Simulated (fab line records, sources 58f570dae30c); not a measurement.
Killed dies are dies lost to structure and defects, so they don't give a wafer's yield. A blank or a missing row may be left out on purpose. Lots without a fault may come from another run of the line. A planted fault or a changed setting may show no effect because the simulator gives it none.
fab line records | flow berkeley_cmos170 | part 1 of 2: steps 1 to 27 of 36
record lots=5 wafers=15 last_day=12
route steps=331 shown PWELL@40 WELLDRIVE@55 ACTIVE@60
lots that met no fault: from a run of the same line without faults
start_h: hours from the record's first day to the start of the lot's first wafer shown | wait_h: hours since the lot's step before | " the same as in the row above | L1.1+2: a row that stands for several wafers | - no value, or no start given | * or withheld: withheld | < > ~ a bound
route shown NAME@n: a module of which the file shows steps, and the number in the route of the first | usual: mean/standard deviation of fault-free wafers | same: alike in all rows | chamber/n: place in a boat | sites: the reading at each site | _std_site: their standard deviation | _edge_site: outer sites' mean less inner sites' | radius_mm: how far each site lies from the wafer's centre | mask NAME#n: copy n | behind: the tool/chamber that last shaped the wafer | hold: why the lot was held/for how many hours/how that ended | device: the transistor (n, p or np) that didn't switch | end of line: the same wafers' tests at the end of the route | a step without rows: its recipe alone | killed: dies lost to structure and defects at the first sort, not the wafer's yield | map: a wafer's dies, x killed, . not, _ none there
set.NAME: the setting as run; set.NAME@STEP: as run at that earlier step | model.NAME: the simulator's own value behind a step, which no gauge read
lots at some steps of the route; a table a step, a row a wafer
services: from which hour (start_h, from the record's first day; less than 0 if before it) a tool's chamber was out of use, for how many hours, and why
## steps
# step UCB170_PWELL_THK_MEAS_06
# recipe reads=Si3N4_of_PWELL_CVD_05
# usual PWELL_NITRIDE_THK=220.0/2.1
# columns lot.wafer tool chamber start_h wait_h PWELL_NITRIDE_THK[nm]
L074.1 film_metro-03 - 58.17 0.0 220.3
L074.2 " - " " 219.4
L074.4 " - " " 221.1
L079.1 film_metro-04 - 85.66 0.0 218.1
L079.2 " - " " 220.1
L079.6 " - " " 219.1
L080.1 film_metro-04 - 85.72 0.1 221.8
L080.3 " - " " 223.1
L080.4 " - " " 222.4
L093.1 film_metro-04 - 149.25 0.0 222.9
L093.4 " - " " 222.4
L093.6 " - " " 222.5
L094.4 film_metro-01 - 149.28 0.0 220.2
L094.5 " - " " 219.4
L094.6 " - " " 222.6
# step UCB170_PWELL_HMDS_07
# recipe prime_time_s=60 prime_temp_c=100
# usual exhaust_pa=45.0/0.95
# columns lot.wafer tool chamber start_h wait_h exhaust_pa
L074.1 litho_track-03 0 58.47 0.3 45.5
L074.2 " 0 " " 45.5
L074.4 " 0 " " 46.1
L079.1 litho_track-01 0 86.10 0.4 47.2
L079.2 " 0 " " 45.7
L079.6 " 0 " " 46.2
L080.1 litho_track-03 0 86.46 0.7 45.5
L080.3 " 0 " " 44.1
L080.4 " 0 " " 45.4
L093.1 litho_track-02 0 149.42 0.2 45.5
L093.4 " 0 " " 44.9
L093.6 " 0 " " 45.1
L094.4 litho_track-03 0 149.59 0.3 44.8
L094.5 " 0 " " 45.3
L094.6 " 0 " " 44.7
# step UCB170_PWELL_COAT_08
# recipe resist=KrF spin_rpm=1500 resist_thk_nm=900
# usual exhaust_pa=44.9/1
# columns lot.wafer tool chamber start_h wait_h exhaust_pa
L074.1 litho_track-03 0 58.62 0.1 45.0
L074.2 " 0 " " 44.6
L074.4 " 0 " " 45.4
L079.1 litho_track-01 0 86.25 0.1 43.8
L079.2 " 0 " " 44.1
L079.6 " 0 " " 44.2
L080.1 litho_track-03 0 86.61 0.1 44.9
L080.3 " 0 " " 44.8
L080.4 " 0 " " 43.7
L093.1 litho_track-02 0 149.57 0.1 46.7
L093.4 " 0 " " 45.2
L093.6 " 0 " " 45.6
L094.4 litho_track-03 0 149.74 0.1 45.3
L094.5 " 0 " " 44.6
L094.6 " 0 " " 45.2
# step UCB170_PWELL_SOFTBAKE_09
# recipe resist=KrF temp_c=130 time_s=60
# usual exhaust_pa=45.0/0.9
# columns lot.wafer tool chamber start_h wait_h exhaust_pa
L074.1 litho_track-03 0 58.77 0.1 45.1
L074.2 " 0 " " 45.4
L074.4 " 0 " " 46.3
L079.1 litho_track-01 0 86.40 0.1 44.9
L079.2 " 0 " " 45.6
L079.6 " 0 " " 44.1
L080.1 litho_track-03 0 86.76 0.1 44.7
L080.3 " 0 " " 44.4
L080.4 " 0 " " 43.7
L093.1 litho_track-02 0 149.72 0.1 45.9
L093.4 " 0 " " 46.4
L093.6 " 0 " " 45.2
L094.4 litho_track-03 0 149.89 0.1 45.1
L094.5 " 0 " " 45.1
L094.6 " 0 " " 43.9
# step UCB170_PWELL_EXPOSE_10
# recipe mask_id=PWELL target_cd_nm=3000 na=0.5 sigma_outer=0.6 source_shape=conventional dose_mj=19
# usual stage_vel_mm_s=500.00/0.3
# columns lot.wafer tool chamber start_h wait_h mask stage_vel_mm_s
L074.1 krf_scanner-02 0 58.93 0.1 PWELL#0 500.36
L074.2 " 0 " " PWELL#0 500.35
L074.4 " 0 " " PWELL#0 500.50
L079.1 krf_scanner-01 0 86.70 0.3 PWELL#0 499.37
L079.2 " 0 " " PWELL#0 499.98
L079.6 " 0 " " PWELL#0 499.81
L080.1 krf_scanner-02 0 87.04 0.2 PWELL#0 500.18
L080.3 " 0 " " PWELL#0 500.17
L080.4 " 0 " " PWELL#0 500.48
L093.1 krf_scanner-01 0 149.99 0.2 PWELL#0 500.04
L093.4 " 0 " " PWELL#0 500.09
L093.6 " 0 " " PWELL#0 500.08
L094.4 krf_scanner-01 0 150.28 0.4 PWELL#0 499.63
L094.5 " 0 " " PWELL#0 499.63
L094.6 " 0 " " PWELL#0 499.77
# step UCB170_PWELL_PEB_11
# recipe peb_temp_c=130 peb_time_s=withheld resist=KrF
# usual exhaust_pa=45.2/0.93
# columns lot.wafer tool chamber start_h wait_h exhaust_pa
L074.1 litho_track-02 0 59.54 0.6 46.6
L074.2 " 0 " " 45.2
L074.4 " 0 " " 45.5
L079.1 litho_track-02 0 87.11 0.4 45.3
L079.2 " 0 " " 45.9
L079.6 " 0 " " 45.4
L080.1 litho_track-03 0 87.19 0.1 44.6
L080.3 " 0 " " 46.0
L080.4 " 0 " " 44.7
L093.1 litho_track-03 0 150.11 0.1 46.1
L093.4 " 0 " " 47.8
L093.6 " 0 " " 46.5
L094.4 litho_track-03 0 150.46 0.2 43.5
L094.5 " 0 " " 44.7
L094.6 " 0 " " 44.7
# step UCB170_PWELL_DEVELOP_12
# recipe developer=TMAH develop_time_s=45 resist=KrF dev_temp_c=21
# usual exhaust_pa=45.0/0.81
# same develop_time_s=45
# columns lot.wafer tool chamber start_h wait_h exhaust_pa
L074.1 litho_track-02 0 - - 45.4
L074.2 " 0 " " 44.6
L074.4 " 0 " " 45.6
L079.1 litho_track-02 0 - - 43.7
L079.2 " 0 " " 44.2
L079.6 " 0 " " 44.1
L080.1 litho_track-03 0 - - 45.7
L080.3 " 0 " " 45.8
L080.4 " 0 " " 45.4
L093.1 litho_track-03 0 - - 45.4
L093.4 " 0 " " 45.7
L093.6 " 0 " " 46.2
L094.4 litho_track-03 0 - - 44.3
L094.5 " 0 " " 44.2
L094.6 " 0 " " 44.3
# step UCB170_PWELL_OVL_MEAS_13
# usual PWELL_OVL=1/5.3
# columns lot.wafer tool chamber start_h wait_h PWELL_OVL[nm]
L074.1 overlay-02 - 59.82 - 0
L074.2 " - " " 2
L074.4 " - " " -5
L079.1 overlay-02 - 87.38 - 8
L079.2 " - " " 2
L079.6 " - " " -8
L080.1 overlay-02 - 87.46 - -6
L080.3 " - " " -4
L080.4 " - " " -8
L093.1 overlay-02 - 150.38 - 9
L093.4 " - " " -4
L093.6 " - " " 1
L094.4 overlay-01 - 150.68 - -5
L094.5 " - " " -1
L094.6 " - " " -1
# step UCB170_PWELL_ETCH_14
# recipe chemistry=CH3F/Ar/O2 target=Si3N4 stop_on=SiO2 CH3F_flow_sccm=20 Ar_flow_sccm=50 O2_flow_sccm=7 pressure_mtorr=50 rf_w=450 target_depth_a=2420 over_etch_frac=0.1 time_s=151
# usual CH3F_flow_sccm=20.01/0.055 chamber_pressure_mTorr=49.99/0.043 drypump_motor_current_A=5.5/0.42 oes_product_au=0.935/0.014 throttle_valve_pct=8.13/0.14
# columns lot.wafer tool chamber start_h wait_h CH3F_flow_sccm chamber_pressure_mTorr drypump_motor_current_A oes_product_au rf_hours_counter_h throttle_valve_pct
L074.1 rie_diel-02 1 59.85 0.0 20.06 50.05 5.5 0.927 9 7.97
L074.2 " 0 " " 20.15 50.06 6.7 0.954 158 7.92
L074.4 " 2 " " 20.05 49.92 5.1 0.936 114 8.30
L079.1 rie_diel-01 3 87.42 0.0 19.98 49.94 5.8 0.913 8 8.32
L079.2 " 1 " " 20.05 50.08 5.1 0.944 48 7.98
L079.6 " 0 " " 19.97 49.98 4.9 0.927 - 8.34
L080.1 rie_diel-04 0 87.50 0.0 20.10 49.98 5.8 0.919 58 7.97
L080.3 " 3 " " 20.04 50.03 5.6 0.951 110 8.16
L080.4 " 0 " " 20.08 49.98 5.8 0.920 - 7.98
L093.1 rie_diel-04 2 150.42 0.0 20.11 50.07 5.2 0.952 141 7.98
L093.4 " 1 " " 20.05 50.05 6.2 0.942 150 8.15
L093.6 " 0 " " 20.10 49.97 5.7 0.929 - 7.99
L094.4 rie_diel-01 0 150.70 0.0 20.00 49.97 4.9 0.933 154 8.34
L094.5 " 0 " " 19.99 50.04 4.9 0.924 - 8.33
L094.6 " 1 " " 20.09 49.99 5.1 0.952 - 7.97
# step UCB170_PWELL_IMPLANT_15
# recipe species=B dose_cm2=5e+12 energy_kev=60 tilt_deg=7
# columns lot.wafer tool chamber start_h wait_h
L074.1+2+4 implanter-01 0 59.95 0.1
L079.1+2+6 implanter-03 0 87.52 0.1
L080.1+3+4 implanter-01 0 87.60 0.1
L093.1+4+6 implanter-01 0 150.52 0.1
L094.4+5+6 implanter-03 0 150.87 0.1
# step UCB170_PWELL_STRIP_16
# recipe chemistry=O2 power_w=400 pressure_mtorr=3500 platen_temp_c=withheld o2_flow_sccm=400 overash_fraction=0.5
# usual chamber_pressure_mTorr=3500/3.4 drypump_motor_current_A=5.7/0.36 oes_product_au=0.721/0.0044 strip_time_to_endpoint_s=18.10/0.077
# columns lot.wafer tool chamber start_h wait_h chamber_pressure_mTorr drypump_motor_current_A oes_product_au rf_hours_counter_h strip_time_to_endpoint_s
L074.1 plasma_asher-02 1 60.10 0.1 3499 5.5 0.721 11 18.09
L074.2 " 0 " " 3502 5.7 0.718 11 18.11
L074.4 " 1 " " 3500 5.5 0.716 - 18.09
L079.1 plasma_asher-04 0 87.67 0.1 3500 5.2 0.725 37 18.07
L079.2 " 1 " " 3500 6.0 0.722 37 18.00
L079.6 " 0 " " 3496 5.2 0.714 - 17.97
L080.1 plasma_asher-03 0 87.75 0.1 3505 5.9 0.721 43 18.09
L080.3 " 1 " " 3503 6.3 0.713 - 18.19
L080.4 " 0 " " 3498 5.9 0.720 - 18.14
L093.1 plasma_asher-03 1 150.67 0.1 3504 6.3 0.721 5 18.11
L093.4 " 0 " " 3498 5.9 0.726 - 18.06
L093.6 " 0 " " 3505 5.9 0.722 - 18.15
L094.4 plasma_asher-02 1 150.98 0.1 3497 5.4 0.715 - 17.97
L094.5 " 0 " " 3497 5.7 0.715 - 17.99
L094.6 " 1 " " 3496 5.4 0.723 - 17.92
# step UCB170_PWELL_TW_MEAS_17
# usual PWELL_TW=379/3.2
# columns lot.wafer tool chamber start_h wait_h PWELL_TW
L074.1 film_metro-01 - 60.87 0.7 386
L074.2 " - " " 384
L074.4 " - " " 383
L079.1 film_metro-01 - 87.77 0.1 383
L079.2 " - " " 383
L079.6 " - " " 384
L080.1 film_metro-03 - 87.85 0.1 378
L080.3 " - " " 380
L080.4 " - " " 379
L093.1 film_metro-03 - 150.77 0.1 382
L093.4 " - " " 381
L093.6 " - " " 379
L094.4 film_metro-01 - 151.08 0.1 381
L094.5 " - " " 381
L094.6 " - " " 380
# step UCB170_PWELL_CLEAN_18
# recipe chemistry=SPM temp_c=120 time_s=600
# columns lot.wafer tool chamber start_h wait_h
L074.1+2+4 wet_bench-02 3 60.93 0.1
L079.1+2+6 wet_bench-04 2 87.90 0.1
L080.1+3+4 wet_bench-02 2 87.93 0.1
L093.1+4+6 wet_bench-02 3 150.83 0.1
L094.4+5+6 wet_bench-04 0 151.11 0.0
# step UCB170_PWELL_WET_ETCH_19
# recipe chemistry=H3PO4 target=Si3N4 temp_c=160 time_s=14400
# columns lot.wafer tool chamber start_h wait_h
L074.1+2+4 wet_bench-04 3 61.25 0.1
L079.1+2+6 wet_bench-02 0 88.12 0.0
L080.1+3+4 wet_bench-04 1 88.25 0.1
L093.1+4+6 wet_bench-01 0 151.02 0.0
L094.4+5+6 wet_bench-02 3 151.30 0.0
# step UCB170_PWELL_WET_ETCH_20
# recipe chemistry=BOE dilution=5:1 target=SiO2 temp_c=25 time_s=22
# columns lot.wafer tool chamber start_h wait_h
L074.1+2+4 wet_bench-04 0 65.81 0.2
L080.1+3+4 wet_bench-02 0 92.49 0.2
L079.1+2+6 wet_bench-04 1 92.50 0.0
L093.1+4+6 wet_bench-01 3 155.03 0.0
L094.4+5+6 wet_bench-01 2 155.67 0.0
# step UCB170_WELLDRIVE_CLEAN_00
# recipe chemistry=SPM temp_c=120 time_s=600
# columns lot.wafer tool chamber start_h wait_h
L074.1+2+4 wet_bench-04 2 65.83 0.0
L079.1+2+6 wet_bench-04 1 92.51 0.0
L080.1+3+4 wet_bench-02 1 92.52 0.0
L093.1+4+6 wet_bench-01 2 155.04 0.0
L094.4+5+6 wet_bench-02 0 155.68 0.0
# step UCB170_WELLDRIVE_OXIDATION_01
# recipe temp_c=1100 ambient=O2 target_thk_a=1990 ox_time_s=9000
# usual ox_temp_c=1100.0/0.44 tube_center_temp_C=1100/0.095
# columns lot.wafer tool chamber start_h wait_h ox_temp_c tube_center_temp_C
L074.1 furnace-04 0 70.64 4.6 1099.4 1100.1
L074.2 " 0 " " 1100.4 1100
L074.4 " 0 " " 1099.9 1100.3
L079.1 furnace-04 0 96.68 4.0 1099.4 1100.1
L079.2 " 0 " " 1100.0 1100.1
L079.6 " 0 " " 1099.6 1100
L080.1 furnace-04 0 96.68 3.7 1101.2 1100
L080.3 " 0 " " 1101.0 1100
L080.4 " 0 " " 1100.2 1100.1
L093.1 furnace-04 0 160.26 5.0 1100.0 1100
L093.4 " 0 " " 1100.0 1100
L093.6 " 0 " " 1100.2 1100
L094.4 furnace-04 0 160.26 4.4 1099.0 1099.9
L094.5 " 0 " " 1100.1 1099.9
L094.6 " 0 " " 1099.7 1099.9
# step UCB170_WELLDRIVE_THK_MEAS_02
# recipe reads=SiO2_of_WELLDRIVE_OXIDATION_01
# usual WELLDRIVE_OXIDE_THK=198/3.8
# columns lot.wafer tool chamber start_h wait_h WELLDRIVE_OXIDE_THK[nm]
L074.1 film_metro-02 - 74.14 0.0 192
L074.2 " - " " 193
L074.4 " - " " 190
L079.1 film_metro-04 - 100.18 0.0 196
L079.2 " - " " 199
L079.6 " - " " 199
L080.1 film_metro-02 - 100.18 0.0 191
L080.3 " - " " 190
L080.4 " - " " 191
L093.1 film_metro-02 - 163.76 0.0 200
L093.4 " - " " 197
L093.6 " - " " 203
L094.4 film_metro-03 - 163.79 0.0 199
L094.5 " - " " 198
L094.6 " - " " 196
# step UCB170_WELLDRIVE_ANNEAL_03
# recipe temp_c=1100 time_s=900 ambient=N2
# usual tube_center_temp_C=1100/0.099
# columns lot.wafer tool chamber start_h wait_h tube_center_temp_C
L074.1 furnace-04 0 78.24 4.1 1099.8
L074.2 " 0 " " 1100.1
L074.4 " 0 " " 1099.9
L079.1 furnace-02 0 103.60 3.4 1100
L079.2 " 0 " " 1100.2
L079.6 " 0 " " 1099.9
L080.1 furnace-02 0 103.60 3.4 1100
L080.3 " 0 " " 1099.9
L080.4 " 0 " " 1100
L093.1 furnace-04 0 166.51 2.7 1100
L093.4 " 0 " " 1100.1
L093.6 " 0 " " 1100
L094.4 furnace-04 0 166.51 2.7 1099.8
L094.5 " 0 " " 1100
L094.6 " 0 " " 1100
# step UCB170_WELLDRIVE_WET_ETCH_04
# recipe chemistry=BOE dilution=5:1 target=SiO2 temp_c=25 time_s=120
# columns lot.wafer tool chamber start_h wait_h
L074.1+2+4 wet_bench-02 3 79.49 0.0
L079.1+2+6 wet_bench-04 0 104.85 0.0
L080.1+3+4 wet_bench-04 0 104.85 0.0
L093.1+4+6 wet_bench-02 2 168.17 0.4
L094.4+5+6 wet_bench-02 1 168.17 0.4
# step UCB170_ACTIVE_CLEAN_00
# recipe chemistry=SPM temp_c=120 time_s=600
# columns lot.wafer tool chamber start_h wait_h
L074.1+2+4 wet_bench-04 0 79.54 0.0
L079.1+2+6 wet_bench-01 0 104.89 0.0
L080.1+3+4 wet_bench-01 0 104.89 0.0
L093.1+4+6 wet_bench-02 2 168.23 0.0
L094.4+5+6 wet_bench-02 0 168.23 0.0
# step UCB170_ACTIVE_CLEAN_01
# recipe chemistry=dHF dilution=25:1 time_s=60
# columns lot.wafer tool chamber start_h wait_h
L074.1+2+4 wet_bench-01 1 79.71 0.0
L079.1+2+6 wet_bench-01 1 105.07 0.0
L080.1+3+4 wet_bench-01 3 105.07 0.0
L093.1+4+6 wet_bench-02 0 168.41 0.0
L094.4+5+6 wet_bench-02 1 168.41 0.0
# step UCB170_ACTIVE_OXIDATION_02
# recipe temp_c=1000 ambient=O2 target_thk_a=264 ox_time_s=1260
# usual ox_temp_c=1000.1/0.41 tube_center_temp_C=1000/0.082
# columns lot.wafer tool chamber start_h wait_h ox_temp_c tube_center_temp_C
L074.1 furnace-01 0 83.59 3.8 1000.3 1000
L074.2 " 0 " " 1000.5 1000
L074.4 " 0 " " 1000.3 999.96
L079.1 furnace-01 0 108.34 3.2 1000.8 1000
L079.2 " 0 " " 999.5 999.99
L079.6 " 0 " " 999.7 999.94
L080.1 furnace-01 0 108.34 3.2 999.7 1000.2
L080.3 " 0 " " 1000.0 999.87
L080.4 " 0 " " 1000.1 1000
L093.1 furnace-04 0 172.26 3.8 1000.3 1000
L093.4 " 0 " " 1000.0 999.91
L093.6 " 0 " " 1000.3 1000.1
L094.4 furnace-04 0 172.26 3.8 999.9 1000.1
L094.5 " 0 " " 1001.2 999.89
L094.6 " 0 " " 1000.0 999.98
# step UCB170_ACTIVE_THK_MEAS_03
# recipe reads=SiO2_of_ACTIVE_OXIDATION_02
# usual ACTIVE_OXIDE_THK=26.4/0.41
# columns lot.wafer tool chamber start_h wait_h ACTIVE_OXIDE_THK[nm]
L074.1 film_metro-01 - 84.94 0.0 26.7
L074.2 " - " " 26.1
L074.4 " - " " 26.0
L079.1 film_metro-02 - 109.69 0.0 25.8
L079.2 " - " " 26.0
L079.6 " - " " 25.7
L080.1 film_metro-01 - 109.69 0.0 26.1
L080.3 " - " " 26.3
L080.4 " - " " 26.1
L093.1 film_metro-03 - 173.61 0.0 25.8
L093.4 " - " " 26.6
L093.6 " - " " 26.4
L094.4 film_metro-01 - 173.64 0.0 25.9
L094.5 " - " " 26.2
L094.6 " - " " 25.8
# step UCB170_ACTIVE_ANNEAL_04
# recipe temp_c=1000 time_s=900 ambient=N2
# usual tube_center_temp_C=1000/0.093
# columns lot.wafer tool chamber start_h wait_h tube_center_temp_C
L074.1 furnace-04 0 86.74 1.8 999.93
L074.2 " 0 " " 1000
L074.4 " 0 " " 1000
L079.1 furnace-01 0 112.70 3.0 999.96
L079.2 " 0 " " 1000.1
L079.6 " 0 " " 1000
L080.1 furnace-01 0 112.70 3.0 1000
L080.3 " 0 " " 1000
L080.4 " 0 " " 1000
L093.1 furnace-04 0 177.79 4.2 1000.1
L093.4 " 0 " " 1000
L093.6 " 0 " " 1000.1
L094.4 furnace-04 0 177.79 4.1 999.97
L094.5 " 0 " " 1000.1
L094.6 " 0 " " 1000
# step UCB170_ACTIVE_CVD_05
# recipe material=Si3N4 target_thk_nm=220 temp_c=800 precursor=SiH2Cl2/NH3 time_s=3300 pressure_mtorr=200 sih2cl2_flow_sccm=25 nh3_flow_sccm=75
# usual sih2cl2_flow_sccm=25.00/0.085
# columns lot.wafer tool chamber start_h wait_h sih2cl2_flow_sccm
L074.1 lpcvd-01 0 87.99 0.0 25.12
L074.2 " 0 " " 24.99
L074.4 " 0 " " 24.95
L079.1 lpcvd-02 1 114.86 0.9 25.06
L079.2 " 1 " " 25.05
L079.6 " 1 " " 25.00
L080.1 lpcvd-02 0 114.86 0.9 25.17
L080.3 " 0 " " 25.05
L080.4 " 0 " " 25.02
L093.1 lpcvd-02 1 179.04 0.0 25.04
L093.4 " 1 " " 24.99
L093.6 " 1 " " 25.06
L094.4 lpcvd-02 0 179.04 0.0 24.92
L094.5 " 0 " " 24.98
L094.6 " 0 " " 25.01
# step UCB170_ACTIVE_THK_MEAS_06
# recipe reads=Si3N4_of_ACTIVE_CVD_05
# usual ACTIVE_NITRIDE_THK=219.7/2
# columns lot.wafer tool chamber start_h wait_h ACTIVE_NITRIDE_THK[nm]
L074.1 film_metro-03 - 89.91 0.0 220.3
L074.2 " - " " 220.5
L074.4 " - " " 220.1
L079.1 film_metro-03 - 116.78 0.0 218.9
L079.2 " - " " 220.1
L079.6 " - " " 218.9
L080.1 film_metro-02 - 116.78 0.0 219.4
L080.3 " - " " 219.2
L080.4 " - " " 218.5
L093.1 film_metro-02 - 180.96 0.0 222.4
L093.4 " - " " 221.7
L093.6 " - " " 222.2
L094.4 film_metro-01 - 180.99 0.0 222.3
L094.5 " - " " 220.8
L094.6 " - " " 221.2
